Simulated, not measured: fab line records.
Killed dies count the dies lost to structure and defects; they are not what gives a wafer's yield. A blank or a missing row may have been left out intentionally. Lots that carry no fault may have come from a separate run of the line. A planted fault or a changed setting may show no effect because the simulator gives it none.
Which tool was responsible? || flow ritCmos || Sampling: 14 lots, 42 wafers, 3 of 202 route steps

WHAT EACH GAUGE READ, for each wafer
RIT_NWELL_TW_MEAS_10.
{"lot": "L488", "measured": "day 1 20:56", "on": "filmMetro-04", "NWELL_TW": "2189 2184 2185"}
{"lot": "L489", "measured": "day 2 03:19", "on": "filmMetro-03", "NWELL_TW": "2134 2145 2142"}
{"lot": "L493", "measured": "day 3 00:53", "on": "filmMetro-03", "NWELL_TW": "2140 2142 2140"}
{"lot": "L494", "measured": "day 3 04:20", "on": "filmMetro-02", "NWELL_TW": "2160 2158 2159"}
{"lot": "L495", "measured": "day 3 09:49", "on": "filmMetro-02", "NWELL_TW": "2164 2155 2152"}
{"lot": "L496", "measured": "day 3 13:32", "on": "filmMetro-04", "NWELL_TW": "2171 2182 2177"}
{"lot": "L497", "measured": "day 3 18:03", "on": "filmMetro-03", "NWELL_TW": "2158 2157 2146"}
{"lot": "L498", "measured": "day 4 04:37", "on": "filmMetro-03", "NWELL_TW": "2165 2151 2158"}
{"lot": "L499", "measured": "day 4 05:59", "on": "filmMetro-02", "NWELL_TW": "2688 2725 2702"}
{"lot": "L500", "measured": "day 4 08:58", "on": "filmMetro-03", "NWELL_TW": "2165 2149 2144"}
{"lot": "L505", "measured": "day 5 09:52", "on": "filmMetro-02", "NWELL_TW": "2170 2153 2162"}
{"lot": "L508", "measured": "day 6 01:10", "on": "filmMetro-03", "NWELL_TW": "2677 2675 2681"}
{"lot": "L510", "measured": "day 6 12:05", "on": "filmMetro-03", "NWELL_TW": "2144 2133 2153"}
{"lot": "L511", "measured": "day 6 18:05", "on": "filmMetro-04", "NWELL_TW": "2164 2176 2171"}

RIT_WELLDRIVE_RS_MEAS_01: measurement is done with a four-point probe.
{"lot": "L488", "measured": "day 2 04:09", "on": "filmMetro-04", "NWELL_RS (ohm/sq)": "275.5 275.9 275.4"}
{"lot": "L489", "measured": "day 2 10:21", "on": "filmMetro-04", "NWELL_RS (ohm/sq)": "276.8 276.8 276.7"}
{"lot": "L493", "measured": "day 3 07:46", "on": "filmMetro-04", "NWELL_RS (ohm/sq)": "276.8 276.2 276.5"}
{"lot": "L494", "measured": "day 3 11:03", "on": "filmMetro-04", "NWELL_RS (ohm/sq)": "276.6 274.4 276.2"}
{"lot": "L495", "measured": "day 3 16:38", "on": "filmMetro-02", "NWELL_RS (ohm/sq)": "275.9 276.9 277.0"}
{"lot": "L496", "measured": "day 3 20:43", "on": "filmMetro-02", "NWELL_RS (ohm/sq)": "275.3 274.4 275.4"}
{"lot": "L497", "measured": "day 4 01:42", "on": "filmMetro-02", "NWELL_RS (ohm/sq)": "275.0 274.6 276.1"}
{"lot": "L498", "measured": "day 4 11:39", "on": "filmMetro-02", "NWELL_RS (ohm/sq)": "274.6 275.0 273.5"}
{"lot": "L499", "measured": "day 4 13:33", "on": "filmMetro-03", "NWELL_RS (ohm/sq)": "182.3 182.6 182.8"}
{"lot": "L500", "measured": "day 4 16:43", "on": "filmMetro-04", "NWELL_RS (ohm/sq)": "274.2 275.2 274.8"}
{"lot": "L505", "measured": "day 5 16:38", "on": "filmMetro-02", "NWELL_RS (ohm/sq)": "275.8 275.7 275.2"}
{"lot": "L508", "measured": "day 6 08:15", "on": "filmMetro-04", "NWELL_RS (ohm/sq)": "182.5 182.4 183.0"}
{"lot": "L510", "measured": "day 6 18:47", "on": "filmMetro-04", "NWELL_RS (ohm/sq)": "275.2 275.6 274.9"}
{"lot": "L511", "measured": "day 7 01:13", "on": "filmMetro-03", "NWELL_RS (ohm/sq)": "275.1 276.0 274.9"}

EACH LOT AND THE TOOL THAT RAN IT (in order: tool; ch and the chambers of the sampled wafers; start)
{"lot": "L488", "RIT_NWELL_IMPLANT_08": "implanter-03 ch 0, day 1 20:38"}
{"lot": "L489", "RIT_NWELL_IMPLANT_08": "implanter-02 ch 0, day 2 03:00"}
{"lot": "L493", "RIT_NWELL_IMPLANT_08": "implanter-04 ch 0, day 3 00:34"}
{"lot": "L494", "RIT_NWELL_IMPLANT_08": "implanter-02 ch 0, day 3 04:01"}
{"lot": "L495", "RIT_NWELL_IMPLANT_08": "implanter-02 ch 0, day 3 09:29"}
{"lot": "L496", "RIT_NWELL_IMPLANT_08": "implanter-02 ch 0, day 3 13:14"}
{"lot": "L497", "RIT_NWELL_IMPLANT_08": "implanter-04 ch 0, day 3 17:46"}
{"lot": "L498", "RIT_NWELL_IMPLANT_08": "implanter-04 ch 0, day 4 04:19"}
{"lot": "L499", "RIT_NWELL_IMPLANT_08": "implanter-02 ch 0, day 4 05:20"}
{"lot": "L500", "RIT_NWELL_IMPLANT_08": "implanter-02 ch 0, day 4 08:38"}
{"lot": "L505", "RIT_NWELL_IMPLANT_08": "implanter-03 ch 0, day 5 09:32"}
{"lot": "L508", "RIT_NWELL_IMPLANT_08": "implanter-03 ch 0, day 6 00:32"}
{"lot": "L510", "RIT_NWELL_IMPLANT_08": "implanter-02 ch 0, day 6 11:46"}
{"lot": "L511", "RIT_NWELL_IMPLANT_08": "implanter-02 ch 0, day 6 17:47"}
- RIT_NWELL_IMPLANT_08

AS READ BY THE TOOLS THEMSELVES (means over the sampled wafers that have a number; for cases with no such wafer, the mark the record gives instead)
The record holds no such reading with a usual standard deviation.

THE ANSWER, worked out from the rows above alone
Rule: what is usual is taken from the lots themselves. The widest of any qualifying gaps counts: lots, ordered by their means at a reading, are off when they make up no more than a third of the lots, leave a main group of 4 or more, and stand apart from it by 3 or more times the standard deviation of that group's means. Not used: any main group whose means are identical at the precision the tables above print for the reading. Also off: a lot with no number at a reading for which 4 or more lots have one. The other lots that the step has rows for count as sound. First the gauges in route order, then the tools' own readings, where a lot's mean is used as printed above. At the first step where some lot is off, the reading lying furthest off is the one used; lots without a number count as furthest.
Off: L499, L508, at RIT_NWELL_TW_MEAS_10 (NWELL_TW). Mean 2158 and standard deviation 13 in the main group.
A tool fits if, at a process step before that reading, it ran every lot that is off, and no sound lot after the first of them. Those tools and the gauges at RIT_NWELL_TW_MEAS_10 are tried in the same way. No candidate that was tried fits.

WHAT THE SIMULATOR HAD INSERTED
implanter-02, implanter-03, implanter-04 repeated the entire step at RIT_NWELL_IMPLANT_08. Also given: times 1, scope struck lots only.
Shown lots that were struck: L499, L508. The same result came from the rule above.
